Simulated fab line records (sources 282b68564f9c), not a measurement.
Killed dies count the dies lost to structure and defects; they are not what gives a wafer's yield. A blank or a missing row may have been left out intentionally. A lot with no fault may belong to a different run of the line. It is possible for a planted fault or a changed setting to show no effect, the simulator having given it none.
fab line records	flow rit_cmos
record: lots: 14	wafers: 38	last_day: 8
route steps=202 shown ACTIVE@16 REOX@102 CONTACT@176 M1@184
lots that met no fault: from a run of the same line without faults
start_h: start of the lot's first displayed wafer, in hours after the record's first day	wait_h: hours elapsed since this lot's preceding step	" as in the row above	L1.1+2: several wafers, shown together as one row	- value missing, or start not given	* or withheld: withheld	< > ~ a bound
route shown NAME@n: a module of which the file shows steps, and the number in the route of the first	usual: mean/standard deviation of fault-free wafers	same: alike in all rows	chamber/n: place in a boat	sites: per-site readings	_std_site: the standard deviation of these	_edge_site: outer sites' mean less inner sites'	radius_mm: for every site, how far away it sits from the centre of the wafer	mask NAME#n: copy n	behind: tool/chamber where the wafer was last shaped	hold: the reason the lot was held/the length of the hold in hours/how it ended	device: names the non-switching transistor (n, p or np)	end of line: the same wafers' tests at the end of the route	a step given without rows: its recipe and nothing more	killed: dies that structure and defects cost at the first sort, which is not the same as the wafer's yield	map: a wafer's dies, marking killed ones x, the rest . and places with no die _
set.NAME: setting as actually run; set.NAME@STEP: the setting as run at that earlier step	model.NAME: the simulator's own value behind a step, which no gauge read
the route's steps for a sample of lots (tables are steps, rows are wafers)
services: a tool's chamber out of use, with start hour (start_h, from the record's first day; less than 0 if before it), hours out, and reason
== steps ==
step: RIT_ACTIVE_CD_MEAS_90
recipe: target_cd_nm: 1400
usual: cd_nm: 1400.6/2.2
lot.wafer	tool	chamber	start_h	wait_h	cd_nm
L667.1	cd_sem-02	-	17.41	0.1	1402.6
L667.5	"	-	"	"	1401.6
L667.6	"	-	"	"	1402.7
L669.2	cd_sem-01	-	26.09	0.1	1402.6
L669.4	"	-	"	"	1399.8
L669.6	"	-	"	"	1400.2
L670.2	cd_sem-02	-	31.06	0.1	1399.7
L670.3	"	-	"	"	1397.6
L670.4	"	-	"	"	1398.9
L671.3	cd_sem-01	-	37.42	0.1	1402.5
L671.5	"	-	"	"	1401.0
L671.6	"	-	"	"	1402.4
L673.2	cd_sem-01	-	46.95	0.1	1402.9
L673.3	"	-	"	"	1403.0
L673.5	"	-	"	"	1402.0
L674.3	cd_sem-02	-	50.84	0.1	1398.6
L674.5	"	-	"	"	1395.9
L674.6	"	-	"	"	1400.2
L675.1	cd_sem-02	-	57.71	0.1	1403.0
L675.2	"	-	"	"	1403.3
L675.3	"	-	"	"	1402.6
L677.3	cd_sem-02	-	69.47	0.1	1398.9
L677.4	"	-	"	"	1402.6
L677.5	"	-	"	"	1400.5
L678.1	cd_sem-01	-	73.74	0.1	1402.4
L678.2	"	-	"	"	1404.0
L678.6	"	-	"	"	1400.5
L682.1	cd_sem-02	-	93.29	0.1	1401.6
L685.2	cd_sem-02	-	110.81	0.1	1399.4
L686.2	cd_sem-01	-	110.91	0.1	1401.8
L686.5	"	-	"	"	1401.8
L686.6	"	-	"	"	1402.4
L687.2	cd_sem-02	-	115.97	0.1	1400.9
L687.3	"	-	"	"	1400.3
L687.4	"	-	"	"	1400.3
L689.3	cd_sem-01	-	125.93	0.1	1405.2
L689.4	"	-	"	"	1403.1
L689.5	"	-	"	"	1403.8
step: RIT_REOX_THK_MEAS_04
recipe: reads: SiO2_of_REOX_OXIDATION_03
usual: REOX_OXIDE_THK: 25.2/0.5
lot.wafer	tool	chamber	start_h	wait_h	REOX_OXIDE_THK[nm]
L667.1	film_metro-04	-	45.80	0.0	25.4
L667.5	"	-	"	"	25.3
L667.6	"	-	"	"	25.7
L669.2	film_metro-02	-	58.62	0.0	25.5
L669.4	"	-	"	"	25.6
L669.6	"	-	"	"	26.0
L670.2	film_metro-02	-	62.85	0.0	25.2
L670.3	"	-	"	"	25.2
L670.4	"	-	"	"	24.8
L671.3	film_metro-04	-	73.99	0.0	25.7
L671.5	"	-	"	"	25.5
L671.6	"	-	"	"	25.6
L673.2	film_metro-02	-	89.08	0.0	25.7
L673.3	"	-	"	"	25.7
L673.5	"	-	"	"	26.0
L674.3	film_metro-03	-	98.04	0.0	25.9
L674.5	"	-	"	"	26.2
L674.6	"	-	"	"	25.9
L675.1	film_metro-03	-	102.13	0.0	24.9
L675.2	"	-	"	"	24.7
L675.3	"	-	"	"	24.3
L678.1	film_metro-02	-	120.48	0.0	24.5
L678.2	"	-	"	"	24.9
L678.6	"	-	"	"	24.6
L677.3	film_metro-03	-	120.50	0.0	24.5
L677.4	"	-	"	"	24.8
L677.5	"	-	"	"	24.5
L682.1	film_metro-03	-	136.61	0.0	25.3
L685.2	film_metro-02	-	150.37	0.0	25.3
L686.2	film_metro-03	-	150.37	0.0	24.5
L686.5	"	-	"	"	24.5
L686.6	"	-	"	"	24.8
L687.2	film_metro-04	-	151.80	0.0	24.5
L687.3	"	-	"	"	24.1
L687.4	"	-	"	"	24.5
L689.3	film_metro-03	-	165.13	0.0	25.1
L689.4	"	-	"	"	25.3
L689.5	"	-	"	"	25.2
step: RIT_CONTACT_CD_MEAS_08
recipe: target_cd_nm: 1000
usual: cd_nm: 1000.0/2.7
lot.wafer	tool	chamber	start_h	wait_h	cd_nm
L667.1	cd_sem-01	-	57.25	-	1000.0
L667.5	"	-	"	"	1001.3
L667.6	"	-	"	"	1001.7
L669.2	cd_sem-01	-	70.61	-	993.0
L669.4	"	-	"	"	994.1
L669.6	"	-	"	"	997.2
L670.2	cd_sem-02	-	74.70	-	1005.2
L670.3	"	-	"	"	1002.5
L670.4	"	-	"	"	1003.1
L671.3	cd_sem-02	-	85.14	-	1002.2
L671.5	"	-	"	"	1000.8
L671.6	"	-	"	"	1001.6
L673.2	cd_sem-02	-	100.47	-	1002.9
L673.3	"	-	"	"	1003.8
L673.5	"	-	"	"	1003.7
L674.3	cd_sem-02	-	109.36	-	999.3
L674.5	"	-	"	"	997.8
L674.6	"	-	"	"	1000.9
L675.1	cd_sem-02	-	113.51	-	1002.5
L675.2	"	-	"	"	1002.4
L675.3	"	-	"	"	1003.6
L677.3	cd_sem-02	-	132.13	-	1000.5
L677.4	"	-	"	"	1000.7
L677.5	"	-	"	"	999.6
L678.1	cd_sem-01	-	136.31	-	1000.3
L678.2	"	-	"	"	1000.2
L678.6	"	-	"	"	1000.6
L682.1	cd_sem-02	-	149.33	-	997.9
L685.2	cd_sem-02	-	162.85	-	1002.7
L686.2	cd_sem-01	-	163.42	-	998.6
L686.5	"	-	"	"	999.5
L686.6	"	-	"	"	999.9
L687.2	cd_sem-02	-	164.17	-	999.7
L687.3	"	-	"	"	1001.2
L687.4	"	-	"	"	999.5
L689.3	cd_sem-01	-	177.33	-	1002.0
L689.4	"	-	"	"	1003.8
L689.5	"	-	"	"	999.3
step: RIT_M1_SPUTTER_00
recipe: material: Al	target_thk_nm: 400	power_w: 2000	chamber_pressure_pa: 0.4	gas: Ar	time_s: 500	substrate_temp_c: 25
usual: throttle_valve_pct: 30.3/1.2
lot.wafer	tool	chamber	start_h	wait_h	throttle_valve_pct
L667.1	pvd_sputter-01	-	58.40	0.0	30.2
L667.5	"	-	"	"	30.2
L667.6	"	-	"	"	29.7
L669.2	pvd_sputter-01	-	71.73	0.0	30.5
L669.4	"	-	"	"	29.5
L669.6	"	-	"	"	31.2
L670.2	pvd_sputter-02	-	75.82	0.0	32.4
L670.3	"	-	"	"	29.3
L670.4	"	-	"	"	30.5
L671.3	pvd_sputter-01	-	86.26	0.0	30.4
L671.5	"	-	"	"	31.1
L671.6	"	-	"	"	30.1
L673.2	pvd_sputter-01	-	101.60	0.0	31.0
L673.3	"	-	"	"	30.0
L673.5	"	-	"	"	31.5
L674.3	pvd_sputter-02	-	110.48	0.0	30.4
L674.5	"	-	"	"	30.0
L674.6	"	-	"	"	29.4
L675.1	pvd_sputter-01	-	114.65	0.0	31.3
L675.2	"	-	"	"	28.9
L675.3	"	-	"	"	30.3
L677.3	pvd_sputter-01	-	133.24	0.0	29.6
L677.4	"	-	"	"	28.8
L677.5	"	-	"	"	31.1
L678.1	pvd_sputter-01	-	137.46	0.0	31.0
L678.2	"	-	"	"	28.9
L678.6	"	-	"	"	31.3
L682.1	pvd_sputter-02	-	150.50	0.0	30.0
L685.2	pvd_sputter-02	-	163.97	0.0	30.1
L686.2	pvd_sputter-03	-	164.55	0.0	27.6
L686.5	"	-	"	"	31.2
L686.6	"	-	"	"	31.7
L687.2	pvd_sputter-01	-	165.30	0.0	30.3
L687.3	"	-	"	"	29.8
L687.4	"	-	"	"	29.0
L689.3	pvd_sputter-03	-	178.43	0.0	31.5
L689.4	"	-	"	"	31.0
L689.5	"	-	"	"	27.7
step: RIT_M1_RS_MEAS_01
recipe: thk_meas_gauge: four-point-probe	reads: Al_of_M1_SPUTTER_00
usual: M1_AL_RS: 0.0732/0.00076
lot.wafer	tool	chamber	start_h	wait_h	hold	M1_AL_RS[ohm/sq]
L667.1	film_metro-01	-	58.69	0.1	-	0.0747
L667.5	"	-	"	"	-	0.0749
L667.6	"	-	"	"	-	0.0753
L669.2	film_metro-01	-	72.05	0.2	-	0.0731
L669.4	"	-	"	"	-	0.0734
L669.6	"	-	"	"	-	0.0736
L670.2	film_metro-02	-	76.14	0.2	-	0.0716
L670.3	"	-	"	"	-	0.0724
L670.4	"	-	"	"	-	0.0725
L671.3	film_metro-04	-	86.60	0.2	-	0.0732
L671.5	"	-	"	"	-	0.0738
L671.6	"	-	"	"	-	0.0736
L673.2	film_metro-01	-	101.91	0.2	-	0.0721
L673.3	"	-	"	"	-	0.0719
L673.5	"	-	"	"	-	0.0724
L674.3	film_metro-04	-	110.82	0.2	-	0.0725
L674.5	"	-	"	"	-	0.0727
L674.6	"	-	"	"	-	0.0724
L675.1	film_metro-04	-	114.95	0.1	-	0.0743
L675.2	"	-	"	"	-	0.0738
L675.3	"	-	"	"	-	0.0741
L677.3	film_metro-02	-	133.57	0.2	-	0.0732
L677.4	"	-	"	"	-	0.0730
L677.5	"	-	"	"	-	0.0735
L678.1	film_metro-01	-	137.75	0.1	-	0.0738
L678.2	"	-	"	"	-	0.0740
L678.6	"	-	"	"	-	0.0744
L682.1	film_metro-02	-	150.80	0.1	await_dispo/0.2h/release	0.1679
L682.1	film_metro-02	-	151.09	0.3	-	0.1678
L685.2	film_metro-02	-	164.29	0.2	await_dispo/0.2h/release	0.1749
L685.2	film_metro-02	-	164.58	0.3	-	0.1747
L686.2	film_metro-01	-	164.86	0.2	-	0.0731
L686.5	"	-	"	"	-	0.0730
L686.6	"	-	"	"	-	0.0727
L687.2	film_metro-04	-	165.61	0.2	-	0.0733
L687.3	"	-	"	"	-	0.0731
L687.4	"	-	"	"	-	0.0734
L689.3	film_metro-04	-	178.77	0.2	-	0.0733
L689.4	"	-	"	"	-	0.0728
L689.5	"	-	"	"	-	0.0732
step: RIT_M1_THK_MEAS_02
recipe: thk_meas_gauge: xrf	reads: Al_of_M1_SPUTTER_00
usual: M1_AL_THK: 401/4.6
lot.wafer	tool	chamber	start_h	wait_h	hold	M1_AL_THK[nm]
L667.1	film_metro-01	-	58.81	0.1	-	394
L667.5	"	-	"	"	-	390
L667.6	"	-	"	"	-	390
L669.2	film_metro-01	-	72.16	0.1	-	402
L669.4	"	-	"	"	-	397
L669.6	"	-	"	"	-	398
L670.2	film_metro-02	-	76.25	0.1	-	408
L670.3	"	-	"	"	-	401
L670.4	"	-	"	"	-	404
L671.3	film_metro-04	-	86.70	0.1	-	402
L671.5	"	-	"	"	-	397
L671.6	"	-	"	"	-	399
L673.2	film_metro-01	-	102.02	0.1	-	410
L673.3	"	-	"	"	-	409
L673.5	"	-	"	"	-	403
L674.3	film_metro-04	-	110.92	0.1	-	407
L674.5	"	-	"	"	-	407
L674.6	"	-	"	"	-	408
L675.1	film_metro-04	-	115.07	0.1	-	397
L675.2	"	-	"	"	-	399
L675.3	"	-	"	"	-	402
L677.3	film_metro-02	-	133.67	0.1	-	396
L677.4	"	-	"	"	-	401
L677.5	"	-	"	"	-	398
L678.1	film_metro-01	-	137.87	0.1	-	397
L678.2	"	-	"	"	-	396
L678.6	"	-	"	"	-	395
L682.1	film_metro-02	-	154.39	3.3	await_dispo/0.2h/release	181
L682.1	film_metro-02	-	154.62	0.2	-	180
L686.2	film_metro-01	-	164.97	0.1	-	398
L686.5	"	-	"	"	-	402
L686.6	"	-	"	"	-	402
L687.2	film_metro-04	-	165.72	0.1	-	403
L687.3	"	-	"	"	-	404
L687.4	"	-	"	"	-	404
L685.2	film_metro-02	-	165.91	1.3	await_dispo/0.2h/release	175
L685.2	film_metro-02	-	166.14	0.2	-	174
L689.3	film_metro-04	-	178.87	0.1	-	401
L689.4	"	-	"	"	-	405
L689.5	"	-	"	"	-	401
step: RIT_M1_METAL_ETCH_12
recipe: stop_on: SiO2	chemistry: Cl2/BCl3	target: Al	time_s: 165	over_etch_frac: 0.5	pressure_mtorr: 100	target_depth_a: 6000	rf_w: 250	Cl2_flow_sccm: 60	bcl3_flow_sccm: 50
usual: drypump_motor_current_A: 5.48/0.23	oes_product_au: 0.781/0.01	rf_fwd_power_W: 249.0/0.79	throttle_valve_pct: 8.20/0.14
lot.wafer	tool	chamber	start_h	wait_h	drypump_motor_current_A	oes_product_au	rf_fwd_power_W	rf_hours_counter_h	throttle_valve_pct
L667.1	rie_metal-02	0	60.28	0.2	5.58	0.772	248.8	0.4	8.20
L667.5	"	0	"	"	5.59	0.772	248.7	-	8.23
L667.6	"	1	"	"	5.42	0.775	249.5	-	8.05
L669.2	rie_metal-04	1	73.62	0.2	5.90	0.782	248.2	2.5	8.20
L669.4	"	0	"	"	5.37	0.769	249.4	-	8.30
L669.6	"	0	"	"	5.37	0.767	249.1	-	8.30
L670.2	rie_metal-02	0	77.58	0.2	5.57	0.798	247.5	0.6	8.20
L670.3	"	0	"	"	5.55	0.783	247.7	-	8.20
L670.4	"	1	"	"	5.39	0.799	249.2	-	8.06
L671.3	rie_metal-03	0	88.13	0.2	5.17	0.780	248.9	-	8.43
L671.5	"	0	"	"	5.14	0.767	248.5	-	8.41
L671.6	"	1	"	"	5.52	0.785	248.2	-	8.03
L673.2	rie_metal-02	1	103.36	0.2	5.34	0.800	249.4	0.7	8.05
L673.3	"	1	"	"	5.35	0.795	247.1	-	8.04
L673.5	"	0	"	"	5.55	0.782	250.4	-	8.22
L674.3	rie_metal-03	0	112.73	0.2	5.15	0.785	249.7	-	8.41
L674.5	"	0	"	"	5.12	0.789	248.8	-	8.42
L674.6	"	1	"	"	5.52	0.791	249.8	-	8.02
L675.1	rie_metal-04	0	116.54	0.2	5.37	0.762	249.8	3.2	8.30
L675.2	"	1	"	"	5.88	0.784	250.6	2.9	8.18
L675.3	"	1	"	"	5.87	0.781	250.4	-	8.19
L677.3	rie_metal-03	1	135.47	0.2	5.49	0.786	249.7	-	8.02
L677.4	"	0	"	"	5.18	0.778	249.2	-	8.44
L677.5	"	1	"	"	5.50	0.783	249.2	-	8.02
L678.1	rie_metal-02	1	140.49	0.2	5.35	0.780	249.2	0.9	8.06
L678.2	"	0	"	"	5.56	0.777	247.5	1.3	8.22
L678.6	"	0	"	"	5.56	0.780	247.7	-	8.19
L682.1	rie_metal-02	1	158.10	0.2	5.41	0.548	248.1	1.1	8.08
L686.2	rie_metal-03	1	166.74	0.2	5.51	0.787	248.0	5.0	8.03
L686.5	"	0	"	"	5.13	0.781	248.4	-	8.42
L686.6	"	1	"	"	5.52	0.784	248.2	-	8.02
L687.2	rie_metal-04	1	167.46	0.2	5.93	0.780	250.1	3.6	8.18
L687.3	"	0	"	"	5.36	0.767	249.1	-	8.30
L687.4	"	1	"	"	5.91	0.780	249.9	-	8.18
L685.2	rie_metal-02	1	170.48	0.2	5.37	0.537	249.1	1.3	8.09
L689.3	rie_metal-04	1	180.25	0.2	5.90	0.778	249.4	-	8.18
L689.4	"	0	"	"	5.36	0.774	249.9	-	8.29
L689.5	"	1	"	"	5.90	0.779	248.9	-	8.17
step: RIT_M1_PROBE_99
usual: defect_limited_yield: 97.3/1.2	killed_at_contacts: 0.1/0.29	killed_at_front_end: 7/3.1	killed_dies: 7/3.1	killed_open: 3.4/1.9	killed_short: 3.6/2.1	sort_bin_3_pad_short: 0.1/0.21	sort_bin_5_function: 1.6/0.85	sort_bin_6_memory: 1.0/0.72	sort_n_pass: 257/3.2	sort_yield_pct: 97.3/1.2
same: gross_dies: 264	killed_at_M0_to_M3: 0	killed_at_M4_up: 0	killed_at_back_side: 0	killed_at_other: 0
lot.wafer	tool	chamber	start_h	wait_h	defect_limited_yield[%]	killed_at_contacts	killed_at_front_end	killed_dies	killed_open	killed_short	sort_bin_3_pad_short[%]	sort_bin_5_function[%]	sort_bin_6_memory[%]	sort_n_pass	sort_yield_pct[%]
L667.1	prober-01	-	62.54	0.1	95.8	0	11	11	6	5	0.4	2.7	1.1	253	95.8
L667.5	prober-01	-	62.74	0.2	95.8	0	11	11	6	5	0.8	2.7	0.8	253	95.8
L667.6	prober-01	-	62.79	0.2	97.3	0	7	7	1	6	0	1.9	0.8	257	97.3
L669.2	prober-01	-	75.94	0.1	98.1	0	5	5	2	3	0.4	1.5	0	259	98.1
L669.4	prober-01	-	76.04	0.2	96.6	0	9	9	3	6	0.4	1.5	1.5	255	96.6
L669.6	prober-01	-	76.14	0.2	97.0	0	8	8	1	7	0	2.7	0.4	256	97.0
L670.2	prober-02	-	79.90	0.1	96.2	0	10	10	5	5	0	1.5	2.3	254	96.2
L670.3	prober-02	-	79.95	0.2	97.3	0	7	7	2	5	0	0.4	2.3	257	97.3
L670.4	prober-02	-	80.00	0.2	97.0	0	8	8	4	4	0.4	1.9	0.8	256	97.0
L671.3	prober-01	-	90.43	0.2	95.5	0	12	12	6	6	0.4	3.0	1.1	252	95.5
L671.5	prober-01	-	90.53	0.2	97.7	0	6	6	2	4	0	1.1	1.1	258	97.7
L671.6	prober-01	-	90.58	0.2	98.1	0	5	5	2	3	0	1.9	0	259	98.1
L673.2	prober-01	-	105.66	0.1	96.6	0	9	9	1	8	0.4	2.7	0.4	255	96.6
L673.3	prober-01	-	105.71	0.2	95.1	0	13	13	7	6	0	3.0	1.9	251	95.1
L673.5	prober-01	-	105.81	0.2	98.9	0	3	3	2	1	0	1.1	0	261	98.9
L674.3	prober-02	-	115.03	0.2	97.0	0	8	8	3	5	0	1.5	1.5	256	97.0
L674.5	prober-02	-	115.13	0.2	97.7	0	6	6	5	1	0	1.5	0.8	258	97.7
L674.6	prober-02	-	115.18	0.2	98.1	0	5	5	3	2	0	0.8	1.1	259	98.1
L675.1	prober-01	-	118.79	0.1	98.5	0	4	4	2	2	0	1.5	0	260	98.5
L675.2	prober-01	-	118.84	0.1	97.3	0	7	7	2	5	0	1.1	1.5	257	97.3
L675.3	prober-01	-	118.89	0.2	96.6	0	9	9	4	5	0	2.7	0.8	255	96.6
L677.3	prober-01	-	137.77	0.2	99.2	0	2	2	1	1	0	0.8	0	262	99.2
L677.4	prober-01	-	137.82	0.2	97.0	0	8	8	3	5	0	1.5	1.5	256	97.0
L677.5	prober-01	-	137.87	0.2	97.0	0	8	8	4	4	0.4	1.5	1.1	256	97.0
L678.1	prober-01	-	143.91	0.1	98.9	1	2	3	2	1	0	0.8	0.4	261	98.9
L678.2	prober-01	-	143.96	0.1	95.8	0	11	11	7	4	0	3.4	0.8	253	95.8
L678.6	prober-01	-	144.16	0.2	93.9	1	15	16	5	11	0.8	2.7	2.7	248	93.9
L686.2	prober-01	-	169.79	0.1	98.5	0	4	4	3	1	0	0.4	1.1	260	98.5
L686.5	prober-01	-	169.94	0.2	97.7	0	6	6	4	2	0	0	2.3	258	97.7
L686.6	prober-01	-	169.99	0.2	97.0	0	8	8	6	2	0.4	1.5	1.1	256	97.0
L687.2	prober-02	-	169.79	0.1	98.1	1	4	5	0	5	0	0.8	1.1	259	98.1
L687.3	prober-02	-	169.84	0.2	96.2	0	10	10	5	5	0	2.7	1.1	254	96.2
L687.4	prober-02	-	169.89	0.2	96.6	0	9	9	3	6	0.8	1.5	1.1	255	96.6
L689.3	prober-01	-	183.25	0.2	95.5	0	12	12	3	9	0	3.0	1.5	252	95.5
L689.4	prober-01	-	183.30	0.2	97.0	0	8	8	5	3	0	1.5	1.5	256	97.0
L689.5	prober-01	-	183.35	0.2	99.2	0	2	2	1	1	0	0.4	0.4	262	99.2
killed by level:class
L667.1 GATE:geometric_particle:short=5 GATE:geometric_particle:open=3 FOX2:geometric_particle:open=2 FOX1:geometric_particle:open=1
L667.5 FOX1:geometric_particle:short=2 GATE:geometric_particle:short=2 GATE:geometric_particle:open=2 REOX:geometric_particle:open=2 FOX1:geometric_particle:open=1 SPACER:geometric_particle:open=1 SPACER:geometric_particle:short=1
L667.6 GATE:geometric_particle:short=3 REOX:geometric_particle:short=2 FOX2:geometric_particle:short=1 GATE:geometric_particle:open=1
L669.2 SPACER:geometric_particle:open=2 ACTIVE:geometric_particle:short=1 REOX:geometric_particle:short=1 SPACER:geometric_particle:short=1
L669.4 FOX1:geometric_particle:open=3 FOX1:geometric_particle:short=2 FOX2:geometric_particle:short=1 GATE:geometric_particle:short=1 REOX:geometric_particle:short=1 SPACER:geometric_particle:short=1
L669.6 GATE:geometric_particle:short=2 REOX:geometric_particle:short=2 FOX2:geometric_particle:short=1 GATE:geometric_particle:open=1 SPACER:geometric_particle:short=1 SILICIDE:geometric_particle:short=1
L670.2 GATE:geometric_particle:short=4 GATE:geometric_particle:open=2 FOX1:geometric_particle:short=1 REOX:geometric_particle:open=1 SPACER:geometric_particle:open=1 SILICIDE:geometric_particle:open=1
L670.3 REOX:geometric_particle:short=3 GATE:geometric_particle:short=1 SPACER:geometric_particle:open=1 SILICIDE:geometric_particle:open=1 SILICIDE:geometric_particle:short=1
L670.4 GATE:geometric_particle:short=3 GATE:geometric_particle:open=3 REOX:geometric_particle:short=1 SILICIDE:geometric_particle:open=1
L671.3 GATE:geometric_particle:short=3 GATE:geometric_particle:open=2 SILICIDE:geometric_particle:short=2 SILICIDE:geometric_particle:open=2 FOX1:geometric_particle:open=1 FOX1:geometric_particle:short=1 REOX:geometric_particle:open=1
L671.5 REOX:geometric_particle:short=2 FOX1:geometric_particle:short=1 FOX1:geometric_particle:open=1 REOX:geometric_particle:open=1 SILICIDE:geometric_particle:short=1
L671.6 GATE:geometric_particle:short=2 FOX1:geometric_particle:open=1 FOX1:geometric_particle:short=1 SILICIDE:geometric_particle:open=1
L673.2 GATE:geometric_particle:short=7 FOX2:geometric_particle:short=1 GATE:geometric_particle:open=1
L673.3 GATE:geometric_particle:short=3 GATE:geometric_particle:open=3 SILICIDE:geometric_particle:open=2 FOX1:geometric_particle:short=1 REOX:geometric_particle:short=1 REOX:geometric_particle:open=1 SPACER:geometric_particle:open=1 SILICIDE:geometric_particle:short=1
L673.5 GATE:geometric_particle:open=1 REOX:geometric_particle:short=1 SILICIDE:geometric_particle:open=1
L674.3 GATE:geometric_particle:short=2 FOX1:geometric_particle:short=1 FOX2:geometric_particle:open=1 FOX2:geometric_particle:short=1 GATE:geometric_particle:open=1 SILICIDE:geometric_particle:open=1 SILICIDE:geometric_particle:short=1
L674.5 FOX1:geometric_particle:open=3 FOX2:geometric_particle:open=1 GATE:geometric_particle:open=1 REOX:geometric_particle:short=1
L674.6 GATE:geometric_particle:open=3 FOX1:geometric_particle:short=1 FOX2:geometric_particle:short=1
L675.1 GATE:geometric_particle:open=1 GATE:geometric_particle:short=1 REOX:geometric_particle:open=1 SILICIDE:geometric_particle:short=1
L675.2 GATE:geometric_particle:short=2 GATE:geometric_particle:open=2 FOX2:geometric_particle:short=1 REOX:geometric_particle:short=1 SPACER:geometric_particle:short=1
L675.3 REOX:geometric_particle:short=3 FOX2:geometric_particle:open=2 FOX1:geometric_particle:short=1 GATE:geometric_particle:open=1 GATE:geometric_particle:short=1 REOX:geometric_particle:open=1
L677.3 GATE:geometric_particle:short=1 GATE:geometric_particle:open=1
L677.4 REOX:geometric_particle:short=2 REOX:geometric_particle:open=2 FOX2:geometric_particle:short=1 GATE:geometric_particle:open=1 GATE:geometric_particle:short=1 SILICIDE:geometric_particle:short=1
L677.5 GATE:geometric_particle:open=3 SPACER:geometric_particle:short=3 GATE:geometric_particle:short=1 REOX:geometric_particle:open=1
L678.1 REOX:geometric_particle:open=1 SILICIDE:geometric_particle:short=1 CONTACT:geometric_particle:open=1
L678.2 REOX:geometric_particle:open=3 GATE:geometric_particle:open=2 SILICIDE:geometric_particle:short=2 FOX2:geometric_particle:open=1 GATE:geometric_particle:short=1 REOX:geometric_particle:short=1 SILICIDE:geometric_particle:open=1
L678.6 FOX2:geometric_particle:short=5 REOX:geometric_particle:short=2 FOX1:geometric_particle:short=1 FOX2:geometric_particle:open=1 GATE:geometric_particle:open=1 GATE:geometric_particle:short=1 REOX:geometric_particle:open=1 SPACER:geometric_particle:open=1
L686.2 FOX1:geometric_particle:open=1 GATE:geometric_particle:short=1 SPACER:geometric_particle:open=1 SILICIDE:geometric_particle:open=1
L687.2 GATE:geometric_particle:short=2 FOX2:geometric_particle:short=1 SILICIDE:geometric_particle:short=1 CONTACT:geometric_particle:short=1
L687.3 FOX1:geometric_particle:short=3 GATE:geometric_particle:open=2 GATE:geometric_particle:short=2 FOX1:geometric_particle:open=1 FOX2:geometric_particle:open=1 SILICIDE:geometric_particle:open=1
L687.4 GATE:geometric_particle:short=3 SPACER:geometric_particle:short=2 SILICIDE:geometric_particle:open=2 GATE:geometric_particle:open=1 SILICIDE:geometric_particle:short=1
L686.5 FOX1:geometric_particle:open=1 FOX2:geometric_particle:open=1 GATE:geometric_particle:open=1 SPACER:geometric_particle:open=1 SPACER:geometric_particle:short=1 SILICIDE:geometric_particle:short=1
L686.6 FOX2:geometric_particle:open=2 GATE:geometric_particle:open=2 SILICIDE:geometric_particle:open=2 FOX1:geometric_particle:short=1 GATE:geometric_particle:short=1
L689.3 GATE:geometric_particle:short=3 FOX2:geometric_particle:short=2 SPACER:geometric_particle:short=2 FOX1:geometric_particle:open=1 FOX1:geometric_particle:short=1 GATE:geometric_particle:open=1 SILICIDE:geometric_particle:open=1 SILICIDE:geometric_particle:short=1
L689.4 SILICIDE:geometric_particle:open=2 GATE:geometric_particle:short=2 FOX2:geometric_particle:open=1 GATE:geometric_particle:open=1 SPACER:geometric_particle:open=1 SILICIDE:geometric_particle:short=1
L689.5 FOX1:geometric_particle:short=1 GATE:geometric_particle:open=1
== services ==
tool	chamber	start_h	hours	kind
pvd_sputter-03	-	61.41	0.5	repair
pvd_sputter-02	-	80.29	1.7	repair
rie_metal-03	1	96.52	6.4	repair
rie_metal-03	1	104.29	4.3	repair
rie_metal-02	1	122.41	6.6	repair
pvd_sputter-03	-	126.12	4.2	repair
rie_metal-02	0	140.87	6.5	repair
rie_metal-02	-	146.03	2.8	pm
== key ==
first_sign: step: RIT_M1_RS_MEAS_01	reading: visit	direction: added
effect: step: RIT_M1_RS_MEAS_01	reading: M1_AL_RS	direction: up	sigmas: 99+	usual: 0.0732	struck: 0.1714
effect: step: RIT_M1_THK_MEAS_02	reading: visit	direction: added
effect: step: RIT_M1_THK_MEAS_02	reading: M1_AL_THK	direction: down	sigmas: 49	usual: 401	struck: 178
effect: step: RIT_M1_METAL_ETCH_12	reading: oes_product_au	direction: down	sigmas: 24	usual: 0.781	struck: 0.543
met_at RIT_M1_SPUTTER_00
struck_lots L682,L685
struck_wafers L682.1,L685.2
rows_end L682.1,L685.2
not_acting_at RIT_ACTIVE_CD_MEAS_90,RIT_REOX_THK_MEAS_04,RIT_CONTACT_CD_MEAS_08
onset_between 110.48 150.50
fault: kind: process_parameter_drift	tool: pvd_sputter-02	chamber: -	onset_h: 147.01	steps: RIT_M1_SPUTTER_00	channel: target_thk_nm	offset: -226.99	shape: step	stated: 400	scope: struck_wafers_only
rows_end: these wafers met a further fault down the route, and their rows from its step on are left out
